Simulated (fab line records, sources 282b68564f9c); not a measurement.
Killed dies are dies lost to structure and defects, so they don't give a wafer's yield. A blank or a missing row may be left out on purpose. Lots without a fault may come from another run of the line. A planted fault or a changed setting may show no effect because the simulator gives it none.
fab line records | flow rit_cmos
record lots=7 wafers=21 last_day=6
route steps=202 shown NLDD@110 PLDD@114 SPACER@125 NSD@131 PSD@142 M1@202
lots that met no fault: from a run of the same line without faults
start_h: hours from the record's first day to the start of the lot's first wafer shown | wait_h: hours since the lot's step before | " the same as in the row above | L1.1+2: a row that stands for several wafers | - no value, or no start given | * or withheld: withheld | < > ~ a bound
route shown NAME@n: a module of which the file shows steps, and the number in the route of the first | usual: mean/standard deviation of fault-free wafers | same: alike in all rows | chamber/n: place in a boat | sites: the reading at each site | _std_site: their standard deviation | _edge_site: outer sites' mean less inner sites' | radius_mm: how far each site lies from the wafer's centre | mask NAME#n: copy n | behind: the tool/chamber that last shaped the wafer | hold: why the lot was held/for how many hours/how that ended | device: the transistor (n, p or np) that didn't switch | end of line: the same wafers' tests at the end of the route | a step without rows: its recipe alone | killed: dies lost to structure and defects at the first sort, not the wafer's yield | map: a wafer's dies, x killed, . not, _ none there
set.NAME: the setting as run; set.NAME@STEP: as run at that earlier step | model.NAME: the simulator's own value behind a step, which no gauge read
lots at some steps of the route; a table a step, a row a wafer
services: from which hour (start_h, from the record's first day; less than 0 if before it) a tool's chamber was out of use, for how many hours, and why
## steps
# step RIT_NLDD_HARDBAKE_07
# recipe resist=NOVOLAK temp_c=140 time_s=60
# step RIT_NLDD_IMPLANT_08
# recipe species=P energy_kev=20 dose_cm2=5e+14 tilt_deg=7
# step RIT_NLDD_STRIP_09
# recipe chemistry=O2 time_s=180 resist=NOVOLAK platen_temp_c=withheld power_w=500 pressure_mtorr=4000 o2_flow_sccm=4000
# usual chamber_pressure_mTorr=4000/3.8 drypump_motor_current_A=5.9/0.45 rf_refl_power_W=6.1/0.89
# columns lot.wafer tool chamber start_h wait_h chamber_pressure_mTorr drypump_motor_current_A rf_hours_counter_h rf_refl_power_W
L205.2 plasma_asher-03 1 68.69 0.1 3994 6.4 42 6.2
L205.3 " 1 " " 4001 6.4 - 6.0
L205.5 " 1 " " 3990 6.3 - 6.2
L207.3 plasma_asher-02 1 80.47 0.1 3994 5.3 - 4.2
L207.5 " 1 " " 4002 5.3 - 3.5
L207.6 " 0 " " 3995 6.1 - 4.1
L209.3 plasma_asher-03 1 92.98 0.1 3999 6.3 - 6.2
L209.5 " 1 " " 4003 6.3 - 6.3
L209.6 " 0 " " 3999 6.4 - 6.7
L211.1 plasma_asher-01 1 99.64 0.1 3997 5.5 29 6.0
L211.2 " 0 " " 3993 5.4 29 6.6
L211.6 " 1 " " 3999 5.6 - 6.6
L215.1 plasma_asher-03 1 120.73 0.1 3994 6.4 48 6.3
L215.2 " 0 " " 4008 6.3 48 6.8
L215.4 " 0 " " 4003 6.4 - 6.7
L216.2 plasma_asher-03 1 125.75 0.1 4000 6.4 48 6.3
L216.3 " 1 " " 4010 6.3 - 6.2
L216.6 " 0 " " 3994 6.4 - 6.8
L217.3 plasma_asher-01 0 132.54 0.1 4000 5.4 - 6.6
L217.4 " 1 " " 4001 5.5 - 6.2
L217.5 " 1 " " 4004 5.6 - 6.2
# step RIT_NLDD_TW_MEAS_10
# usual NLDD_TW=2487/20
# columns lot.wafer tool chamber start_h wait_h NLDD_TW
L205.2 film_metro-01 - 68.88 0.1 2501
L205.3 " - " " 2510
L205.5 " - " " 2496
L207.3 film_metro-04 - 80.61 0.1 2470
L207.5 " - " " 2455
L207.6 " - " " 2475
L209.3 film_metro-04 - 93.12 0.1 2463
L209.5 " - " " 2462
L209.6 " - " " 2457
L211.1 film_metro-01 - 99.82 0.1 2493
L211.2 " - " " 2497
L211.6 " - " " 2493
L215.1 film_metro-04 - 120.90 0.1 2482
L215.2 " - " " 2470
L215.4 " - " " 2480
L216.2 film_metro-04 - 125.94 0.1 2472
L216.3 " - " " 2454
L216.6 " - " " 2468
L217.3 film_metro-01 - 132.68 0.1 2512
L217.4 " - " " 2513
L217.5 " - " " 2505
# step RIT_PLDD_HMDS_00
# recipe prime_time_s=60 prime_temp_c=140
# step RIT_PLDD_COAT_01
# recipe resist=NOVOLAK spin_rpm=3250 resist_thk_nm=1000
# step RIT_PLDD_SOFTBAKE_02
# recipe resist=NOVOLAK temp_c=90 time_s=60
# step RIT_PLDD_EXPOSE_03
# recipe mask_id=M8 na=0.57 target_cd_nm=40900 dose_mj=250
# step RIT_PLDD_PEB_04
# recipe resist=NOVOLAK temp_c=withheld time_s=withheld
# step RIT_PLDD_DEVELOP_05
# recipe resist=NOVOLAK develop_time_s=50 dev_temp_c=23
# step RIT_PLDD_OVL_MEAS_06
# usual PLDD_OVL=-1.5/1.3
# columns lot.wafer tool chamber start_h wait_h PLDD_OVL[nm]
L205.2 overlay-02 - 69.91 - -1.7
L205.3 " - " " -1.3
L205.5 " - " " -2.3
L207.3 overlay-01 - 81.64 - -1.4
L207.5 " - " " -0.1
L207.6 " - " " -0.9
L209.3 overlay-02 - 94.20 - -1.7
L209.5 " - " " -3.2
L209.6 " - " " -1.8
L211.1 overlay-01 - 100.73 - -2.9
L211.2 " - " " -3.5
L211.6 " - " " -3.1
L215.1 overlay-02 - 121.94 - -2.5
L215.2 " - " " -0.6
L215.4 " - " " -1.6
L216.2 overlay-02 - 126.97 - -2.3
L216.3 " - " " -4.0
L216.6 " - " " -2.7
L217.3 overlay-02 - 133.82 - -0.4
L217.4 " - " " -1.5
L217.5 " - " " 1.1
# step RIT_PLDD_HARDBAKE_07
# recipe resist=NOVOLAK temp_c=140 time_s=60
# step RIT_PLDD_IMPLANT_08
# recipe species=BF2 energy_kev=20 dose_cm2=9e+14 tilt_deg=7
# usual beam_energy_keV=19.999/0.0055 faraday_current_uA=2824/60
# columns lot.wafer tool chamber start_h wait_h beam_energy_keV faraday_current_uA model.implant.rp_nm model.implant.drp_nm
L205.2 implanter-03 0 70.12 0.1 19.994 2804 17.18 9.752
L205.3 " 0 " " 19.993 2809 17.18 9.752
L205.5 " 0 " " 19.995 2836 17.18 9.752
L207.3 implanter-04 0 81.86 0.1 19.998 2838 17.55 9.752
L207.5 " 0 " " 20.001 2904 17.55 9.752
L207.6 " 0 " " 19.990 2813 17.55 9.752
L209.3 implanter-01 0 94.42 0.1 19.999 2899 17.5 9.752
L209.5 " 0 " " 20.004 2924 17.5 9.752
L209.6 " 0 " " 19.997 2766 17.5 9.752
L211.1 implanter-04 0 100.91 0.1 20.002 2772 17.99 9.752
L211.2 " 0 " " 19.997 2811 17.99 9.752
L211.6 " 0 " " 20.000 2810 17.99 9.752
L215.1 implanter-01 0 122.13 0.1 17.993 2783 15.76 9.055
L215.2 " 0 " " 18.015 2845 15.76 9.055
L215.4 " 0 " " 17.991 2879 15.76 9.055
L216.2 implanter-01 0 127.18 0.1 17.990 2918 16.6 9.055
L216.3 " 0 " " 17.996 2812 16.6 9.055
L216.6 " 0 " " 18.004 2864 16.6 9.055
L217.3 implanter-01 0 134.05 0.1 17.991 2852 15.75 9.055
L217.4 " 0 " " 18.005 2927 15.75 9.055
L217.5 " 0 " " 17.993 2832 15.75 9.055
# step RIT_PLDD_STRIP_09
# recipe chemistry=O2 time_s=180 resist=NOVOLAK platen_temp_c=withheld power_w=500 pressure_mtorr=4000 o2_flow_sccm=4000
# usual chamber_pressure_mTorr=4000/3.8 drypump_motor_current_A=5.9/0.51 rf_refl_power_W=6.0/2.1
# columns lot.wafer tool chamber start_h wait_h chamber_pressure_mTorr drypump_motor_current_A rf_hours_counter_h rf_refl_power_W
L205.2 plasma_asher-02 0 70.24 0.1 3994 6.1 40 4.1
L205.3 " 1 " " 3998 5.2 - 3.8
L205.5 " 1 " " 3998 5.3 - 4.2
L207.3 plasma_asher-03 1 82.02 0.1 4001 6.4 - 6.4
L207.5 " 1 " " 4003 6.4 - 6.3
L207.6 " 0 " " 4005 6.4 - 7.2
L209.3 plasma_asher-02 1 94.58 0.1 4001 5.3 - 4.0
L209.5 " 1 " " 4006 5.3 - 4.0
L209.6 " 0 " " 3997 6.1 - 3.9
L211.1 plasma_asher-03 0 101.06 0.1 4002 6.4 45 6.9
L211.2 " 1 " " 3991 6.3 45 6.4
L211.6 " 1 " " 4001 6.4 - 6.1
L215.1 plasma_asher-03 0 122.28 0.1 4001 6.5 48 7.2
L215.2 " 1 " " 3997 6.4 48 6.1
L215.4 " 1 " " 4002 6.4 - 6.3
L216.2 plasma_asher-02 0 127.30 0.1 3999 6.1 46 3.9
L216.3 " 0 " " 4002 6.1 - 4.2
L216.6 " 0 " " 4002 6.1 - 4.1
L217.3 plasma_asher-02 1 134.20 0.1 4002 5.2 - 3.9
L217.4 " 0 " " 4001 6.1 - 4.1
L217.5 " 0 " " 3995 6.1 - 4.0
# step RIT_PLDD_TW_MEAS_10
# usual PLDD_TW=2344/19
# columns lot.wafer tool chamber start_h wait_h PLDD_TW
L205.2 film_metro-04 - 70.43 0.1 2327
L205.3 " - " " 2313
L205.5 " - " " 2314
L207.3 film_metro-02 - 82.16 0.1 2354
L207.5 " - " " 2354
L207.6 " - " " 2350
L209.3 film_metro-04 - 94.72 0.1 2317
L209.5 " - " " 2314
L209.6 " - " " 2319
L211.1 film_metro-04 - 101.24 0.1 2317
L211.2 " - " " 2311
L211.6 " - " " 2315
L215.1 film_metro-01 - 122.45 0.1 2305
L215.2 " - " " 2309
L215.4 " - " " 2312
L216.2 film_metro-02 - 127.49 0.1 2266
L216.3 " - " " 2279
L216.6 " - " " 2285
L217.3 film_metro-01 - 134.34 0.1 2303
L217.4 " - " " 2295
L217.5 " - " " 2292
# step RIT_SPACER_CLEAN_00
# recipe chemistry=SC1 mix=3:3:50 time_s=600 temp_c=75
# step RIT_SPACER_CLEAN_01
# recipe chemistry=dHF dilution=50:1 time_s=30
# step RIT_SPACER_CLEAN_02
# recipe chemistry=SC2 mix=3:3:50 time_s=600 temp_c=75 dry=n2_spin
# step RIT_SPACER_CVD_03
# recipe material=Si3N4 target_thk_nm=250 temp_c=810 precursor=SiH2Cl2/NH3 time_s=3300 pressure_mtorr=300 sih2cl2_flow_sccm=60 nh3_flow_sccm=150
# step RIT_SPACER_THK_MEAS_04
# recipe reads=Si3N4_of_SPACER_CVD_03
# usual SPACER_NITRIDE_THK=248.7/2.4
# columns lot.wafer tool chamber start_h wait_h SPACER_NITRIDE_THK[nm]
L205.2 film_metro-04 - 73.18 0.0 249.7
L205.3 " - " " 249.5
L205.5 " - " " 250.5
L207.3 film_metro-03 - 84.53 0.0 252.4
L207.5 " - " " 253.4
L207.6 " - " " 253.2
L209.3 film_metro-04 - 97.08 0.0 247.4
L209.5 " - " " 248.0
L209.6 " - " " 248.2
L211.1 film_metro-04 - 103.64 0.0 249.0
L211.2 " - " " 248.2
L211.6 " - " " 247.6
L215.1 film_metro-03 - 124.79 0.0 249.1
L215.2 " - " " 249.7
L215.4 " - " " 248.3
L216.2 film_metro-03 - 130.18 0.0 246.9
L216.3 " - " " 247.7
L216.6 " - " " 249.9
L217.3 film_metro-03 - 137.66 0.0 249.1
L217.4 " - " " 248.1
L217.5 " - " " 251.3
# step RIT_SPACER_ETCHBACK_05
# recipe target_depth_a=2500 SF6_flow_sccm=30 CHF3_flow_sccm=30 target=Si3N4 chemistry=SF6/CHF3 pressure_mtorr=40 rf_w=250 time_s=240 stop_on=SiO2
# usual chamber_pressure_mTorr=40.00/0.04 drypump_motor_current_A=5.6/0.53 oes_product_au=0.834/0.016 rf_fwd_power_W=249.4/0.79 throttle_valve_pct=10.27/0.14
# columns lot.wafer tool chamber start_h wait_h chamber_pressure_mTorr drypump_motor_current_A oes_product_au rf_fwd_power_W rf_hours_counter_h throttle_valve_pct
L205.2 rie_diel-04 0 73.23 0.0 40.03 6.2 0.839 249.5 3 10.37
L205.3 " 2 " " 39.99 5.2 0.816 250.6 18 10.17
L205.5 " 0 " " 39.96 6.2 0.836 248.4 - 10.37
L207.3 rie_diel-02 3 84.57 0.0 40.03 6.1 0.859 250.4 40 10.27
L207.5 " 3 " " 40.04 6.1 0.868 249.3 - 10.29
L207.6 " 0 " " 39.98 5.8 0.824 249.6 - 10.62
L209.3 rie_diel-02 0 97.12 0.0 40.02 5.8 0.811 250.6 130 10.59
L209.5 " 2 " " 40.00 6.3 0.835 248.4 - 10.07
L209.6 " 1 " " 40.01 6.0 0.819 249.8 - 10.29
L211.1 rie_diel-02 2 103.70 0.1 40.02 6.3 0.839 249.1 82 10.08
L211.2 " 1 " " 40.04 6.0 0.822 249.0 15 10.30
L211.6 " 0 " " 40.06 5.8 0.816 250.9 - 10.59
L215.1 rie_diel-03 0 124.85 0.1 40.05 5.8 0.824 251.6 75 10.37
L215.2 " 3 " " 39.94 5.1 0.823 249.2 6 10.28
L215.4 " 2 " " 39.99 4.7 0.860 249.8 124 10.12
L216.2 rie_diel-04 2 130.23 0.0 39.96 5.2 0.811 249.8 20 10.17
L216.3 " 3 " " 39.98 4.8 0.834 248.7 3 10.21
L216.6 " 3 " " 40.08 4.8 0.842 249.3 - 10.21
L217.3 rie_diel-02 3 137.70 0.0 39.92 6.1 0.855 249.9 41 10.28
L217.4 " 1 " " 40.03 5.9 0.821 251.4 16 10.29
L217.5 " 0 " " 39.94 5.8 0.828 249.6 - 10.60
# step RIT_NSD_HMDS_00
# recipe prime_time_s=60 prime_temp_c=140
# step RIT_NSD_COAT_01
# recipe resist=NOVOLAK spin_rpm=3250 resist_thk_nm=1000
# step RIT_NSD_SOFTBAKE_02
# recipe resist=NOVOLAK temp_c=90 time_s=60
# step RIT_NSD_EXPOSE_03
# recipe mask_id=M9 na=0.57 target_cd_nm=40700 dose_mj=250
# step RIT_NSD_PEB_04
# recipe resist=NOVOLAK temp_c=withheld time_s=withheld
# step RIT_NSD_DEVELOP_05
# recipe resist=NOVOLAK develop_time_s=50 dev_temp_c=23
# step RIT_NSD_OVL_MEAS_06
# usual NSD_OVL=-1.2/1.2
# columns lot.wafer tool chamber start_h wait_h NSD_OVL[nm]
L205.2 overlay-02 - 74.65 - -2.1
L205.3 " - " " -2.4
L205.5 " - " " -3.5
L207.3 overlay-01 - 85.74 - -0.7
L207.5 " - " " -1.6
L207.6 " - " " -1.2
L209.3 overlay-01 - 98.13 - -1.6
L209.5 " - " " -1.8
L209.6 " - " " -1.1
L211.1 overlay-01 - 104.83 - -0.2
L211.2 " - " " -1.9
L211.6 " - " " -1.2
L215.1 overlay-01 - 125.98 - -1.7
L215.2 " - " " -0.6
L215.4 " - " " 0.0
L216.2 overlay-01 - 131.23 - 0.7
L216.3 " - " " -0.4
L216.6 " - " " -0.7
L217.3 overlay-01 - 138.84 - -0.3
L217.4 " - " " -2.3
L217.5 " - " " 0.3
# step RIT_NSD_HARDBAKE_07
# recipe resist=NOVOLAK temp_c=140 time_s=60
# step RIT_NSD_IMPLANT_08
# recipe species=P energy_kev=25 dose_cm2=1e+15 tilt_deg=7
# step RIT_NSD_STRIP_09
# recipe chemistry=O2 time_s=180 resist=NOVOLAK platen_temp_c=withheld power_w=500 pressure_mtorr=4000 o2_flow_sccm=4000
# usual chamber_pressure_mTorr=4000/3.6 drypump_motor_current_A=5.7/0.47 rf_refl_power_W=7.1/1.4
# columns lot.wafer tool chamber start_h wait_h chamber_pressure_mTorr drypump_motor_current_A rf_hours_counter_h rf_refl_power_W
L205.2 plasma_asher-01 1 74.98 0.1 4004 5.6 26 6.1
L205.3 " 1 " " 3997 5.6 - 6.0
L205.5 " 0 " " 3999 5.4 - 6.7
L207.3 plasma_asher-04 0 86.13 0.1 4009 6.0 - 9.8
L207.5 " 0 " " 3995 6.0 - 9.7
L207.6 " 1 " " 4006 5.0 - 9.2
L209.3 plasma_asher-01 1 98.51 0.1 4005 5.6 - 5.9
L209.5 " 1 " " 3997 5.5 - 6.1
L209.6 " 0 " " 3996 5.4 - 6.8
L211.1 plasma_asher-04 1 105.16 0.1 3999 5.0 48 9.4
L211.2 " 0 " " 3999 5.9 48 9.3
L211.6 " 1 " " 4006 5.0 - 9.4
L215.1 plasma_asher-01 1 126.32 0.1 4002 5.6 32 6.0
L215.2 " 0 " " 4002 5.4 32 6.7
L215.4 " 0 " " 4005 5.4 - 6.6
L216.2 plasma_asher-04 1 131.56 0.1 4002 5.0 1 9.5
L216.3 " 0 " " 3999 5.9 - 9.5
L216.6 " 0 " " 4002 5.9 - 9.5
L217.3 plasma_asher-04 0 139.22 0.1 3999 6.0 - 9.2
L217.4 " 1 " " 3996 5.0 - 9.5
L217.5 " 1 " " 4000 5.0 - 9.6
# step RIT_NSD_TW_MEAS_10
# usual NSD_TW=3121/25
# columns lot.wafer tool chamber start_h wait_h NSD_TW
L205.2 film_metro-02 - 75.16 0.1 3125
L205.3 " - " " 3126
L205.5 " - " " 3140
L207.3 film_metro-01 - 86.26 0.1 3145
L207.5 " - " " 3151
L207.6 " - " " 3160
L209.3 film_metro-04 - 98.65 0.1 3078
L209.5 " - " " 3078
L209.6 " - " " 3056
L211.1 film_metro-01 - 105.34 0.1 3118
L211.2 " - " " 3108
L211.6 " - " " 3123
L215.1 film_metro-01 - 126.49 0.1 3152
L215.2 " - " " 3148
L215.4 " - " " 3151
L216.2 film_metro-01 - 131.75 0.1 3154
L216.3 " - " " 3158
L216.6 " - " " 3158
L217.3 film_metro-02 - 139.36 0.1 3109
L217.4 " - " " 3116
L217.5 " - " " 3128
# step RIT_PSD_HMDS_00
# recipe prime_time_s=60 prime_temp_c=140
# step RIT_PSD_COAT_01
# recipe resist=NOVOLAK spin_rpm=3250 resist_thk_nm=1000
# step RIT_PSD_SOFTBAKE_02
# recipe resist=NOVOLAK temp_c=90 time_s=60
# step RIT_PSD_EXPOSE_03
# recipe mask_id=M10 na=0.57 target_cd_nm=40900 dose_mj=250
# step RIT_PSD_PEB_04
# recipe resist=NOVOLAK temp_c=withheld time_s=withheld
# step RIT_PSD_DEVELOP_05
# recipe resist=NOVOLAK develop_time_s=50 dev_temp_c=23
# step RIT_PSD_OVL_MEAS_06
# usual PSD_OVL=0.1/1.3
# columns lot.wafer tool chamber start_h wait_h PSD_OVL[nm]
L205.2 overlay-02 - 76.55 - -0.4
L205.3 " - " " 1.5
L205.5 " - " " 1.8
L207.3 overlay-02 - 87.29 - 0.8
L207.5 " - " " -1.9
L207.6 " - " " -0.2
L209.3 overlay-02 - 99.55 - 0.6
L209.5 " - " " 0.7
L209.6 " - " " 0.0
L211.1 overlay-02 - 106.37 - 0.8
L211.2 " - " " 1.7
L211.6 " - " " 0.7
L215.1 overlay-01 - 127.40 - 0.3
L215.2 " - " " -0.1
L215.4 " - " " -1.9
L216.2 overlay-02 - 132.66 - 0.6
L216.3 " - " " 1.2
L216.6 " - " " 0.3
L217.3 overlay-02 - 140.54 - -1.4
L217.4 " - " " -0.1
L217.5 " - " " -1.4
# step RIT_PSD_HARDBAKE_07
# recipe resist=NOVOLAK temp_c=140 time_s=60
# step RIT_PSD_IMPLANT_08
# recipe species=BF2 energy_kev=27 dose_cm2=5e+15 tilt_deg=7
# step RIT_PSD_STRIP_09
# recipe chemistry=O2 time_s=180 resist=NOVOLAK platen_temp_c=withheld power_w=500 pressure_mtorr=4000 o2_flow_sccm=4000
# usual chamber_pressure_mTorr=4000/3.4 drypump_motor_current_A=5.5/0.3 rf_refl_power_W=6.5/1.8
# columns lot.wafer tool chamber start_h wait_h chamber_pressure_mTorr drypump_motor_current_A rf_hours_counter_h rf_refl_power_W
L205.2 plasma_asher-02 0 76.88 0.1 4002 6.1 41 4.0
L205.3 " 0 " " 4001 6.1 - 4.2
L205.5 " 1 " " 4001 5.3 - 3.9
L207.3 plasma_asher-01 1 87.73 0.1 4002 5.6 - 5.8
L207.5 " 0 " " 4004 5.4 - 6.7
L207.6 " 1 " " 4003 5.6 - 6.1
L209.3 plasma_asher-02 1 99.93 0.1 4001 5.3 - 3.9
L209.5 " 0 " " 4003 6.1 - 4.2
L209.6 " 1 " " 4004 5.3 - 3.7
L211.1 plasma_asher-02 0 106.71 0.1 3995 6.1 44 4.2
L211.2 " 1 " " 4000 5.3 44 4.3
L211.6 " 1 " " 3997 5.2 - 3.5
L215.1 plasma_asher-01 0 127.74 0.1 3999 5.4 33 6.7
L215.2 " 1 " " 3997 5.6 33 6.2
L215.4 " 1 " " 4002 5.6 - 5.8
L216.2 plasma_asher-02 1 132.99 0.1 4002 5.2 47 3.9
L216.3 " 1 " " 3999 5.3 - 4.5
L216.6 " 1 " " 4002 5.3 - 3.9
L217.3 plasma_asher-01 0 140.93 0.1 4002 5.4 - 6.6
L217.4 " 1 " " 3998 5.6 - 6.1
L217.5 " 0 " " 3998 5.4 - 6.3
# step RIT_SDANNEAL_RS_MEAS_06
# recipe thk_meas_gauge=four-point-probe
# usual PLDD_RS=178.4/0.42
# columns lot.wafer tool chamber start_h wait_h PLDD_RS[ohm/sq]
L205.2 film_metro-02 - 77.80 0.1 179.2
L205.3 " - " " 178.9
L205.5 " - " " 178.6
L207.3 film_metro-04 - 88.61 0.1 178.5
L207.5 " - " " 178.7
L207.6 " - " " 178.7
L209.3 film_metro-04 - 100.81 0.1 178.5
L209.5 " - " " 178.2
L209.6 " - " " 178.0
L211.1 film_metro-02 - 107.61 0.1 178.8
L211.2 " - " " 178.3
L211.6 " - " " 179.1
L215.1 film_metro-04 - 128.64 0.1 185.1
L215.2 " - " " 185.1
L215.4 " - " " 185.3
L216.2 film_metro-01 - 133.91 0.1 184.9
L216.3 " - " " 184.9
L216.6 " - " " 185.6
L217.3 film_metro-02 - 141.81 0.1 185.8
L217.4 " - " " 185.8
L217.5 " - " " 185.7
# step RIT_M1_PROBE_99
# usual killed_at_M0_to_M3=0.0/0.14 killed_at_contacts=0.1/0.27 killed_at_front_end=6.5/2.8 killed_dies=6.6/2.8 killed_open=3.5/2 killed_short=3.2/1.8
# same gross_dies=264 killed_at_M4_up=0 killed_at_back_side=0 killed_at_other=0
# columns lot.wafer tool chamber start_h wait_h killed_at_M0_to_M3 killed_at_contacts killed_at_front_end killed_dies killed_open killed_short model.etest.pmos_turned.r_on_ohm_um model.etest.pmos_0p3.r_on_ohm_um model.etest.pmos_0p15.r_on_ohm_um model.etest.pldd.rs_ohm_sq model.etest.pldd.line_ohm_um model.etest.pmos_turned.drive_ua_um model.etest.pmos_0p15.drive_ua_um model.etest.retro_edge_pmos.off_log10_a_um
L205.2 prober-02 - 86.26 0.1 0 0 7 7 5 2 3304 6037 2672 477.9 153.8 203.2 265.9 -10.13
L205.3 prober-02 - 86.31 0.2 0 1 4 5 3 2 3202 6016 2631 476 149.4 204.3 270.4 -10
L205.5 prober-02 - 86.41 0.2 0 0 4 4 2 2 3272 6027 2636 468.9 148.1 204.5 268.6 -10.06
L207.3 prober-02 - 95.97 0.2 0 0 5 5 4 1 3400 6141 2802 467.6 148.2 195.5 252.5 -10.39
L207.5 prober-02 - 96.07 0.2 0 0 3 3 1 2 3389 6163 2776 470.2 147.8 193.1 253.7 -10.42
L207.6 prober-02 - 96.12 0.2 0 0 1 1 0 1 3394 6168 2766 471.3 149.8 193.8 254.7 -10.09
L209.3 prober-02 - 107.99 0.2 0 0 3 3 2 1 3155 5975 2616 440.9 137 212.3 275.9 -9.949
L209.5 prober-02 - 108.09 0.2 0 0 5 5 1 4 3260 6052 2642 445.2 143.6 207.7 270.2 -9.852
L209.6 prober-02 - 108.14 0.2 0 0 7 7 2 5 3276 6090 2693 460.7 145.2 203.5 265.2 -9.947
L211.1 prober-02 - 114.96 0.1 0 0 4 4 4 0 3242 6024 2647 442.4 138.2 206.8 271.2 -10.11
L211.2 prober-02 - 115.01 0.1 0 0 5 5 2 3 3229 6163 2630 458.7 142.5 202.2 268.5 -9.952
L211.6 prober-02 - 115.21 0.2 0 0 6 6 3 3 3359 6186 2719 458.9 146.1 198.2 258.6 -10.15
L215.1 prober-02 - 136.01 0.1 0 0 6 6 4 2 3575 6474 2878 577.9 180.5 182.6 246.5 -10.42
L215.2 prober-02 - 136.06 0.1 0 0 3 3 2 1 3722 6494 2942 626 196.8 168.4 235.7 -10.73
L215.4 prober-02 - 136.16 0.2 0 0 7 7 4 3 3771 6508 3016 616.2 191.5 169.9 236.8 -10.79
L216.2 prober-02 - 141.28 0.1 0 0 2 2 0 2 3635 6312 2958 534.1 166.9 181.1 236.7 -10.63
L216.3 prober-02 - 141.33 0.2 0 0 7 7 5 2 3585 6323 2933 510.9 159.2 186.1 242 -10.75
L216.6 prober-02 - 141.48 0.2 1 0 7 8 6 2 3644 6340 2961 551.6 171.2 176.2 239.4 -10.87
L217.3 prober-01 - 149.26 0.2 0 0 6 6 4 2 4050 6593 3153 736.1 231.6 148.7 223.2 -11.17
L217.4 prober-01 - 149.31 0.2 0 0 7 7 3 4 4153 6796 3206 733.3 229.2 145 218 -11.02
L217.5 prober-01 - 149.36 0.2 0 0 13 13 9 4 4093 6619 3140 738.4 231.5 147.5 221.8 -11.07
# killed by level:class
L205.2 SPACER:geometric_particle:open=3 GATE:geometric_particle:short=2 GATE:geometric_particle:open=1 SILICIDE:geometric_particle:open=1
L205.3 GATE:geometric_particle:short=1 REOX:geometric_particle:open=1 SPACER:geometric_particle:short=1 SILICIDE:geometric_particle:open=1 CONTACT:geometric_particle:open=1
L205.5 SILICIDE:geometric_particle:short=2 REOX:geometric_particle:open=1 SPACER:geometric_particle:open=1
L207.3 GATE:geometric_particle:open=2 SPACER:geometric_particle:open=2 SPACER:geometric_particle:short=1
L207.5 GATE:geometric_particle:short=2 SILICIDE:geometric_particle:open=1
L207.6 GATE:geometric_particle:short=1
L209.3 GATE:geometric_particle:short=1 REOX:geometric_particle:open=1 SILICIDE:geometric_particle:open=1
L209.5 GATE:geometric_particle:short=2 FOX1:geometric_particle:short=1 GATE:geometric_particle:open=1 SPACER:geometric_particle:short=1
L209.6 FOX1:geometric_particle:short=2 REOX:geometric_particle:short=2 ACTIVE:geometric_particle:short=1 GATE:geometric_particle:open=1 REOX:geometric_particle:open=1
L211.1 FOX1:geometric_particle:open=2 SILICIDE:geometric_particle:open=2
L211.2 GATE:geometric_particle:open=1 GATE:geometric_particle:short=1 REOX:geometric_particle:open=1 REOX:geometric_particle:short=1 SPACER:geometric_particle:short=1
L211.6 FOX1:geometric_particle:open=2 GATE:geometric_particle:short=1 REOX:geometric_particle:short=1 SPACER:geometric_particle:short=1 SPACER:geometric_particle:open=1
L215.1 REOX:geometric_particle:open=2 FOX2:geometric_particle:short=1 GATE:geometric_particle:short=1 GATE:geometric_particle:open=1 SILICIDE:geometric_particle:open=1
L215.2 GATE:geometric_particle:open=2 SILICIDE:geometric_particle:short=1
L215.4 GATE:geometric_particle:open=2 FOX2:geometric_particle:open=1 GATE:geometric_particle:short=1 REOX:geometric_particle:open=1 SPACER:geometric_particle:short=1 SILICIDE:geometric_particle:short=1
L216.2 FOX1:geometric_particle:short=1 GATE:geometric_particle:short=1
L216.3 GATE:geometric_particle:open=4 FOX1:geometric_particle:short=1 GATE:geometric_particle:short=1 REOX:geometric_particle:open=1
L216.6 GATE:geometric_particle:open=3 FOX2:geometric_particle:open=1 REOX:geometric_particle:open=1 REOX:geometric_particle:short=1 SPACER:geometric_particle:open=1 M1:geometric_particle:short=1
L217.3 GATE:geometric_particle:open=2 REOX:geometric_particle:open=2 REOX:geometric_particle:short=1 SPACER:geometric_particle:short=1
L217.4 GATE:geometric_particle:short=4 GATE:geometric_particle:open=2 SILICIDE:geometric_particle:open=1
L217.5 FOX2:geometric_particle:open=2 GATE:geometric_particle:open=2 REOX:geometric_particle:open=2 SPACER:geometric_particle:open=2 FOX1:geometric_particle:open=1 FOX2:geometric_particle:short=1 GATE:geometric_particle:short=1 SPACER:geometric_particle:short=1
## services
# columns tool chamber start_h hours kind
rie_diel-04 - 52.58 4.0 pm
rie_diel-04 1 70.78 9.5 repair
plasma_asher-02 - 105.30 1.3 repair
plasma_asher-04 - 108.75 9.0 pm
plasma_asher-04 0 108.75 9.0 vent_cycle
plasma_asher-04 1 108.75 9.0 vent_cycle
plasma_asher-04 0 117.75 - clean
plasma_asher-04 1 117.75 - clean
rie_diel-04 - 133.04 5.4 repair
rie_diel-03 1 133.42 47.9 repair
## key
first_sign step=RIT_PLDD_IMPLANT_08 reading=beam_energy_keV direction=down sigmas=99+ usual=19.999 struck=17.998
effect step=RIT_PLDD_TW_MEAS_10 reading=PLDD_TW direction=down sigmas=2.7 usual=2344 struck=2294
effect step=RIT_SDANNEAL_RS_MEAS_06 reading=PLDD_RS direction=up sigmas=16 usual=178.4 struck=185.4
model_effect step=RIT_PLDD_IMPLANT_08 value=implant.rp_nm without=17.41 struck=16.04
model_effect step=RIT_M1_PROBE_99 value=etest.pmos_turned.r_on_ohm_um without=3441 struck=3803
met_at RIT_PLDD_IMPLANT_08
struck_wafers L215.1,L215.2,L215.4,L216.2,L216.3,L216.6,L217.3,L217.4,L217.5
tester_left_out L215,L216,L217
onset_between 94.42 122.13
fault kind=process_parameter_drift tool=implanter-01 chamber=- onset_h=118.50 steps=RIT_PLDD_IMPLANT_08 channel=energy_kev offset=-2 shape=step end_h=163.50 acts_in=these_recipes_only stated=20
# tester_left_out: of these lots the tester's yield and bins aren't shown, on N5 and GAA mostly nor the transistor test; their killed dies are dies lost to structure and defects alone, not to doping, threshold or leakage, so they don't give the yield
